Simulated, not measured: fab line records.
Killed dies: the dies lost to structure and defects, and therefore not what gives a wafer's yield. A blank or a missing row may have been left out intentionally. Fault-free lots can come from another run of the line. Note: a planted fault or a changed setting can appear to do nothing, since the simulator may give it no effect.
Check for tools in common :: flow berkeley cmos170 :: 14 lots and 42 wafers in the sample

== THE REASON FOR OPENING IT ==
At UCB170_PLDD_TW_MEAS_11 the reading PLDD_TW is flagged on 2 of 14 lots. Wafers without a fault read 1014, standard deviation 5.
Rule: flag the lot when none of its wafers has a number, or when each of its wafers that has one lies beyond 4 standard deviations from that mean. The rest of the lots are taken to be sound.

lot: L763
measured: day 7 08:59
on: film metro-03
PLDD_TW, wafer by wafer: 1004 1015 1012
flag: 

lot: L761
measured: day 7 09:34
on: film metro-04
PLDD_TW, wafer by wafer: 1016 1023 1013
flag: 

lot: L762
measured: day 7 10:37
on: film metro-01
PLDD_TW, wafer by wafer: 1017 1022 1020
flag: 

lot: L765
measured: day 8 00:28
on: film metro-03
PLDD_TW, wafer by wafer: 1010 1010 1015
flag: 

lot: L766
measured: day 8 01:11
on: film metro-03
PLDD_TW, wafer by wafer: 1006 1012 1003
flag: 

lot: L767
measured: day 8 09:00
on: film metro-01
PLDD_TW, wafer by wafer: 1011 1019 1020
flag: 

lot: L770
measured: day 8 18:19
on: film metro-03
PLDD_TW, wafer by wafer: 1010 1014 1012
flag: 

lot: L771
measured: day 8 18:58
on: film metro-04
PLDD_TW, wafer by wafer: 1015 1017 1020
flag: 

lot: L768
measured: day 8 19:05
on: film metro-03
PLDD_TW, wafer by wafer: 1010 1008 1008
flag: 

lot: L769
measured: day 8 20:09
on: film metro-04
PLDD_TW, wafer by wafer: 1019 1013 1018
flag: 

lot: L773
measured: day 9 22:23
on: film metro-03
PLDD_TW, wafer by wafer: 1014 1014 1012
flag: 

lot: L778
measured: day 11 06:56
on: film metro-03
PLDD_TW, wafer by wafer: 954 950 953
flag: FLAGGED

lot: L780
measured: day 11 07:28
on: film metro-03
PLDD_TW, wafer by wafer: 949 955 955
flag: FLAGGED

lot: L781
measured: day 12 00:06
on: film metro-03
PLDD_TW, wafer by wafer: 1013 1014 1005
flag: 
Average over the flagged lots: 953; offset from the usual -61, equal to -12 standard deviations.

== LOT BY LOT: THE TOOL USED ==
2 process steps preceding the reading are held in the record, out of 331 steps in the route. Each cell gives the tool, then ch followed by the chambers the sampled wafers passed through, then the start.
lot: L763
flag: 
UCB170_PLDD_IMPLANT_09: implanter-02 ch 0, day 7 08:44
UCB170_PLDD_STRIP_10: plasma asher-02 ch 1, day 7 08:53

lot: L761
flag: 
UCB170_PLDD_IMPLANT_09: implanter-02 ch 0, day 7 09:19
UCB170_PLDD_STRIP_10: plasma asher-04 ch 0,1, day 7 09:28

lot: L762
flag: 
UCB170_PLDD_IMPLANT_09: implanter-03 ch 0, day 7 10:04
UCB170_PLDD_STRIP_10: plasma asher-04 ch 1, day 7 10:12

lot: L765
flag: 
UCB170_PLDD_IMPLANT_09: implanter-02 ch 0, day 8 00:14
UCB170_PLDD_STRIP_10: plasma asher-04 ch 0,1, day 8 00:23

lot: L766
flag: 
UCB170_PLDD_IMPLANT_09: implanter-04 ch 0, day 8 00:58
UCB170_PLDD_STRIP_10: plasma asher-03 ch 0,1, day 8 01:06

lot: L767
flag: 
UCB170_PLDD_IMPLANT_09: implanter-03 ch 0, day 8 08:45
UCB170_PLDD_STRIP_10: plasma asher-03 ch 0,1, day 8 08:54

lot: L770
flag: 
UCB170_PLDD_IMPLANT_09: implanter-03 ch 0, day 8 18:05
UCB170_PLDD_STRIP_10: plasma asher-04 ch 0,1, day 8 18:13

lot: L771
flag: 
UCB170_PLDD_IMPLANT_09: implanter-04 ch 0, day 8 18:43
UCB170_PLDD_STRIP_10: plasma asher-03 ch 0, day 8 18:52

lot: L768
flag: 
UCB170_PLDD_IMPLANT_09: implanter-02 ch 0, day 8 18:50
UCB170_PLDD_STRIP_10: plasma asher-02 ch 0,1, day 8 18:59

lot: L769
flag: 
UCB170_PLDD_IMPLANT_09: implanter-04 ch 0, day 8 19:54
UCB170_PLDD_STRIP_10: plasma asher-04 ch 0,1, day 8 20:03

lot: L773
flag: 
UCB170_PLDD_IMPLANT_09: implanter-04 ch 0, day 9 22:10
UCB170_PLDD_STRIP_10: plasma asher-02 ch 0,1, day 9 22:18

lot: L778
flag: FLAGGED
UCB170_PLDD_IMPLANT_09: implanter-02 ch 0, day 11 06:41
UCB170_PLDD_STRIP_10: plasma asher-04 ch 0,1, day 11 06:49

lot: L780
flag: FLAGGED
UCB170_PLDD_IMPLANT_09: implanter-02 ch 0, day 11 07:13
UCB170_PLDD_STRIP_10: plasma asher-02 ch 1, day 11 07:21

lot: L781
flag: 
UCB170_PLDD_IMPLANT_09: implanter-04 ch 0, day 11 23:51
UCB170_PLDD_STRIP_10: plasma asher-04 ch 0,1, day 12 00:00
These steps, and what they do:
- UCB170_PLDD_IMPLANT_09
- UCB170_PLDD_STRIP_10: strips in O2.
- UCB170_PLDD_TW_MEAS_11

== FLAGGED OVER TOTAL, TOOL BY TOOL (the gauges that took the reading come last) ==
step: UCB170_PLDD_IMPLANT_09
tool: implanter-02
lots run: 6
flagged: 2
share of the flagged lots: all
sound lots run after its first flagged lot: 0

step: UCB170_PLDD_IMPLANT_09
tool: implanter-03
lots run: 3
flagged: 0
share of the flagged lots: none
sound lots run after its first flagged lot: -

step: UCB170_PLDD_IMPLANT_09
tool: implanter-04
lots run: 5
flagged: 0
share of the flagged lots: none
sound lots run after its first flagged lot: -

step: UCB170_PLDD_STRIP_10
tool: plasma asher-02
lots run: 4
flagged: 1
share of the flagged lots: some
sound lots run after its first flagged lot: 0

step: UCB170_PLDD_STRIP_10
tool: plasma asher-03
lots run: 3
flagged: 0
share of the flagged lots: none
sound lots run after its first flagged lot: -

step: UCB170_PLDD_STRIP_10
tool: plasma asher-04
lots run: 7
flagged: 1
share of the flagged lots: some
sound lots run after its first flagged lot: 1 (L781)

step: UCB170_PLDD_TW_MEAS_11
tool: film metro-01
lots run: 2
flagged: 0
share of the flagged lots: none
sound lots run after its first flagged lot: -

step: UCB170_PLDD_TW_MEAS_11
tool: film metro-03
lots run: 9
flagged: 2
share of the flagged lots: all
sound lots run after its first flagged lot: 1 (L781)

step: UCB170_PLDD_TW_MEAS_11
tool: film metro-04
lots run: 3
flagged: 0
share of the flagged lots: none
sound lots run after its first flagged lot: -

== WHAT THE TABLE ALLOWS ==
Every flagged lot went through 2 rows of the table: implanter-02 at UCB170_PLDD_IMPLANT_09 and film metro-03 at UCB170_PLDD_TW_MEAS_11.
- implanter-02 at UCB170_PLDD_IMPLANT_09 ran 6 lots, 2 of them flagged. Last sound lot L768 at day 8 18:50, first flagged lot L778 at day 11 06:41; a fault beginning in between fits. Its own readings (dose ions cm2, faraday current uA) fall more than 4 standard deviations out on all wafers of the flagged lots.
- film metro-03 at UCB170_PLDD_TW_MEAS_11 ran 9 lots, 2 of them flagged. Sound lots followed the first flagged one (L781) on it, something a lasting fault affecting the whole tool could not allow.
Left over: one tool, implanter-02 at UCB170_PLDD_IMPLANT_09.

== WHAT THE SIMULATOR HAD PUT IN ==
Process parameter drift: implanter-02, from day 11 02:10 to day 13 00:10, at UCB170_PLDD_IMPLANT_09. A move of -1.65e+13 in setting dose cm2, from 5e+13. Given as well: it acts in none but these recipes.
Lots struck among those shown: L778, L780. Same finding as the rule above.
